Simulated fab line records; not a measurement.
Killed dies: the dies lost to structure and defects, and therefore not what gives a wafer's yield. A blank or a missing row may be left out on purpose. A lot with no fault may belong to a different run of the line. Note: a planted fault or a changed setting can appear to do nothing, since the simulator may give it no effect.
Which tool was responsible? || flow berkeley-cmos170 || 42 wafers from 14 lots sampled at 4 of the route's 331 steps

== WHAT EACH GAUGE READ, for each wafer ==
UCB170_GATE_THK_MEAS_02.
{"lot": "L788", "measured": "day 6 16:13", "on": "film-metro-02", "GATE_OXIDE_THK (nm)": "6.90 6.93 6.92"}
{"lot": "L787", "measured": "day 6 16:17", "on": "film-metro-02", "GATE_OXIDE_THK (nm)": "6.68 6.75 6.49"}
{"lot": "L790", "measured": "day 7 03:14", "on": "film-metro-03", "GATE_OXIDE_THK (nm)": "6.72 6.66 6.65"}
{"lot": "L791", "measured": "day 7 03:14", "on": "film-metro-04", "GATE_OXIDE_THK (nm)": "6.70 6.71 6.65"}
{"lot": "L794", "measured": "day 7 22:58", "on": "film-metro-04", "GATE_OXIDE_THK (nm)": "6.54 6.31 6.41"}
{"lot": "L801", "measured": "day 8 17:38", "on": "film-metro-04", "GATE_OXIDE_THK (nm)": "6.51 6.82 6.66"}
{"lot": "L800", "measured": "day 8 17:39", "on": "film-metro-02", "GATE_OXIDE_THK (nm)": "6.82 6.91 6.75"}
{"lot": "L803", "measured": "day 9 09:04", "on": "film-metro-04", "GATE_OXIDE_THK (nm)": "6.82 6.69 6.66"}
{"lot": "L802", "measured": "day 9 09:05", "on": "film-metro-03", "GATE_OXIDE_THK (nm)": "6.95 6.97 6.86"}
{"lot": "L804", "measured": "day 9 15:43", "on": "film-metro-04", "GATE_OXIDE_THK (nm)": "6.55 6.45 6.60"}
{"lot": "L805", "measured": "day 9 15:45", "on": "film-metro-03", "GATE_OXIDE_THK (nm)": "6.54 6.66 6.65"}
{"lot": "L806", "measured": "day 10 05:29", "on": "film-metro-02", "GATE_OXIDE_THK (nm)": "6.66 6.61 6.70"}
{"lot": "L807", "measured": "day 10 05:32", "on": "film-metro-04", "GATE_OXIDE_THK (nm)": "6.55 6.60 6.49"}
{"lot": "L809", "measured": "day 11 01:48", "on": "film-metro-02", "GATE_OXIDE_THK (nm)": "6.58 6.50 6.61"}

UCB170_M2_CD_MEAS_15: target cd 700 nm.
{"lot": "L788", "measured": "day 8 20:07", "on": "cd-sem-01", "cd-nm (nm)": "699.0 701.3 699.3"}
{"lot": "L787", "measured": "day 8 20:37", "on": "cd-sem-02", "cd-nm (nm)": "701.6 701.4 700.9"}
{"lot": "L794", "measured": "day 10 07:16", "on": "cd-sem-01", "cd-nm (nm)": "702.1 702.5 703.2"}
{"lot": "L801", "measured": "day 10 20:55", "on": "cd-sem-02", "cd-nm (nm)": "700.4 701.7 701.3"}
{"lot": "L800", "measured": "day 10 21:30", "on": "cd-sem-01", "cd-nm (nm)": "701.2 701.3 699.5"}
{"lot": "L803", "measured": "day 11 03:13", "on": "cd-sem-01", "cd-nm (nm)": "701.3 701.1 699.9"}
{"lot": "L802", "measured": "day 11 07:07", "on": "cd-sem-01", "cd-nm (nm)": "701.9 702.0 700.6"}
{"lot": "L804", "measured": "day 11 12:58", "on": "cd-sem-02", "cd-nm (nm)": "701.3 701.0 700.3"}
{"lot": "L805", "measured": "day 11 13:44", "on": "cd-sem-02", "cd-nm (nm)": "699.4 698.7 699.4"}
{"lot": "L806", "measured": "day 12 00:56", "on": "cd-sem-02", "cd-nm (nm)": "698.6 698.3 698.5"}
{"lot": "L807", "measured": "day 12 00:48", "on": "cd-sem-01", "cd-nm (nm)": "699.5 700.4 700.3"}
{"lot": "L809", "measured": "day 12 15:05", "on": "cd-sem-01", "cd-nm (nm)": "699.0 699.3 699.3"}

UCB170_M3_CD_MEAS_15: target cd 700 nm.
{"lot": "L788", "measured": "day 9 04:28", "on": "cd-sem-01", "cd-nm (nm)": "701.4 699.6 700.5"}
{"lot": "L787", "measured": "day 9 06:51", "on": "cd-sem-02", "cd-nm (nm)": "701.3 699.9 700.1"}
{"lot": "L794", "measured": "day 10 15:23", "on": "cd-sem-01", "cd-nm (nm)": "699.3 701.2 700.0"}
{"lot": "L801", "measured": "day 11 03:13", "on": "cd-sem-02", "cd-nm (nm)": "699.8 699.1 698.5"}
{"lot": "L800", "measured": "day 11 05:23", "on": "cd-sem-02", "cd-nm (nm)": "700.0 700.9 700.4"}
{"lot": "L803", "measured": "day 11 08:39", "on": "cd-sem-01", "cd-nm (nm)": "699.0 699.8 700.4"}
{"lot": "L802", "measured": "day 11 12:02", "on": "cd-sem-02", "cd-nm (nm)": "700.4 700.2 700.3"}
{"lot": "L804", "measured": "day 11 20:07", "on": "cd-sem-01", "cd-nm (nm)": "699.3 699.8 698.1"}
{"lot": "L805", "measured": "day 11 20:20", "on": "cd-sem-02", "cd-nm (nm)": "701.1 700.8 703.0"}
{"lot": "L806", "measured": "day 12 06:49", "on": "cd-sem-02", "cd-nm (nm)": "703.4 701.8 702.1"}
{"lot": "L807", "measured": "day 12 05:48", "on": "cd-sem-02", "cd-nm (nm)": "699.2 698.4 699.4"}
{"lot": "L809", "measured": "day 12 21:17", "on": "cd-sem-01", "cd-nm (nm)": "698.7 699.1 698.1"}

== WHAT TOOL EACH LOT RAN ON (gives the tool, then ch and the chambers of the sampled wafers, and finally the start) ==
{"lot": "L788", "UCB170_SDANNEAL_RTA_00": "rtp-anneal-02 ch 0, day 7 20:44"}
{"lot": "L787", "UCB170_SDANNEAL_RTA_00": "rtp-anneal-01 ch 0, day 7 21:56"}
{"lot": "L790", "UCB170_SDANNEAL_RTA_00": "rtp-anneal-02, day 8 04:59"}
{"lot": "L791", "UCB170_SDANNEAL_RTA_00": "rtp-anneal-01, day 8 04:59"}
{"lot": "L794", "UCB170_SDANNEAL_RTA_00": "rtp-anneal-02 ch 0, day 9 11:01"}
{"lot": "L801", "UCB170_SDANNEAL_RTA_00": "rtp-anneal-02 ch 0, day 10 00:53"}
{"lot": "L800", "UCB170_SDANNEAL_RTA_00": "rtp-anneal-01 ch 0, day 10 00:29"}
{"lot": "L803", "UCB170_SDANNEAL_RTA_00": "rtp-anneal-02 ch 0, day 10 07:11"}
{"lot": "L802", "UCB170_SDANNEAL_RTA_00": "rtp-anneal-02 ch 0, day 10 07:50"}
{"lot": "L804", "UCB170_SDANNEAL_RTA_00": "rtp-anneal-01 ch 0, day 10 18:03"}
{"lot": "L805", "UCB170_SDANNEAL_RTA_00": "rtp-anneal-02 ch 0, day 10 17:31"}
{"lot": "L806", "UCB170_SDANNEAL_RTA_00": "rtp-anneal-01 ch 0, day 11 08:32"}
{"lot": "L807", "UCB170_SDANNEAL_RTA_00": "rtp-anneal-02 ch 0, day 11 08:08"}
{"lot": "L809", "UCB170_SDANNEAL_RTA_00": "rtp-anneal-02 ch 0, day 12 00:07"}
- UCB170_SDANNEAL_RTA_00: time 10 s.

== AS READ BY THE TOOLS THEMSELVES (means over the sampled wafers that have a number; for cases with no such wafer, the mark the record gives instead) ==
UCB170_SDANNEAL_RTA_00.
{"lot": "L788", "tool": "rtp-anneal-02", "anneal-temp-c-max": 902.5, "chamber-o2-ppm": 2.007, "lamp-power-pct (%)": 24.4, "wafer_temp_C_max": 904.2}
{"lot": "L787", "tool": "rtp-anneal-01", "anneal-temp-c-max": 905.1, "chamber-o2-ppm": 2.000, "lamp-power-pct (%)": 26.0, "wafer_temp_C_max": 905.2}
{"lot": "L790", "tool": "rtp-anneal-02", "anneal-temp-c-max": "-", "chamber-o2-ppm": "-", "lamp-power-pct (%)": "-", "wafer_temp_C_max": "-"}
{"lot": "L791", "tool": "rtp-anneal-01", "anneal-temp-c-max": "-", "chamber-o2-ppm": "-", "lamp-power-pct (%)": "-", "wafer_temp_C_max": "-"}
{"lot": "L794", "tool": "rtp-anneal-02", "anneal-temp-c-max": 903.7, "chamber-o2-ppm": 1.976, "lamp-power-pct (%)": 24.4, "wafer_temp_C_max": 905.0}
{"lot": "L801", "tool": "rtp-anneal-02", "anneal-temp-c-max": 902.4, "chamber-o2-ppm": 2.009, "lamp-power-pct (%)": 24.4, "wafer_temp_C_max": 904.8}
{"lot": "L800", "tool": "rtp-anneal-01", "anneal-temp-c-max": 904.9, "chamber-o2-ppm": 2.017, "lamp-power-pct (%)": 25.9, "wafer_temp_C_max": 905.4}
{"lot": "L803", "tool": "rtp-anneal-02", "anneal-temp-c-max": 902.7, "chamber-o2-ppm": 2.023, "lamp-power-pct (%)": 24.4, "wafer_temp_C_max": 904.0}
{"lot": "L802", "tool": "rtp-anneal-02", "anneal-temp-c-max": 902.0, "chamber-o2-ppm": 2.020, "lamp-power-pct (%)": 24.4, "wafer_temp_C_max": 906.0}
{"lot": "L804", "tool": "rtp-anneal-01", "anneal-temp-c-max": 905.2, "chamber-o2-ppm": 1.981, "lamp-power-pct (%)": 25.9, "wafer_temp_C_max": 906.1}
{"lot": "L805", "tool": "rtp-anneal-02", "anneal-temp-c-max": 902.4, "chamber-o2-ppm": 1.974, "lamp-power-pct (%)": 24.4, "wafer_temp_C_max": 905.4}
{"lot": "L806", "tool": "rtp-anneal-01", "anneal-temp-c-max": 904.8, "chamber-o2-ppm": 2.009, "lamp-power-pct (%)": 25.9, "wafer_temp_C_max": 905.1}
{"lot": "L807", "tool": "rtp-anneal-02", "anneal-temp-c-max": 902.4, "chamber-o2-ppm": 1.982, "lamp-power-pct (%)": 24.4, "wafer_temp_C_max": 904.9}
{"lot": "L809", "tool": "rtp-anneal-02", "anneal-temp-c-max": 903.3, "chamber-o2-ppm": 2.025, "lamp-power-pct (%)": 24.5, "wafer_temp_C_max": 904.3}

== THE ANSWER, worked out from the rows above alone ==
Rule: the lots themselves supply what counts as usual. Put in order of their means at a reading, lots are off if they are a third of the lots or fewer, leave a main group of 4 or more, and stand apart from it by a gap of 3 or more times the standard deviation of the main group's means; of several such gaps the widest counts. If all means in a main group match to the digits the tables above print for the reading, that group is not used. Also off: a lot with no number at a reading for which 4 or more lots have one. Any other lot the step has rows for is counted as sound. The gauges are gone through in route order, then the tools' own readings, and for those a lot's mean is taken as printed above. The first step at which some lot is off is used, and at that step the reading that is off furthest; a lot without a number counts as furthest.
Off: L790, L791, at UCB170_SDANNEAL_RTA_00 (anneal-temp-c-max). Without a number there: L790, L791. The main group: mean 903.5, standard deviation 1.2.
A tool fits if, at that step or a process step before it, it ran every lot that is off, and no sound lot after the first of them. No candidate that was tried fits.

== WHAT WAS PUT IN BY THE SIMULATOR ==
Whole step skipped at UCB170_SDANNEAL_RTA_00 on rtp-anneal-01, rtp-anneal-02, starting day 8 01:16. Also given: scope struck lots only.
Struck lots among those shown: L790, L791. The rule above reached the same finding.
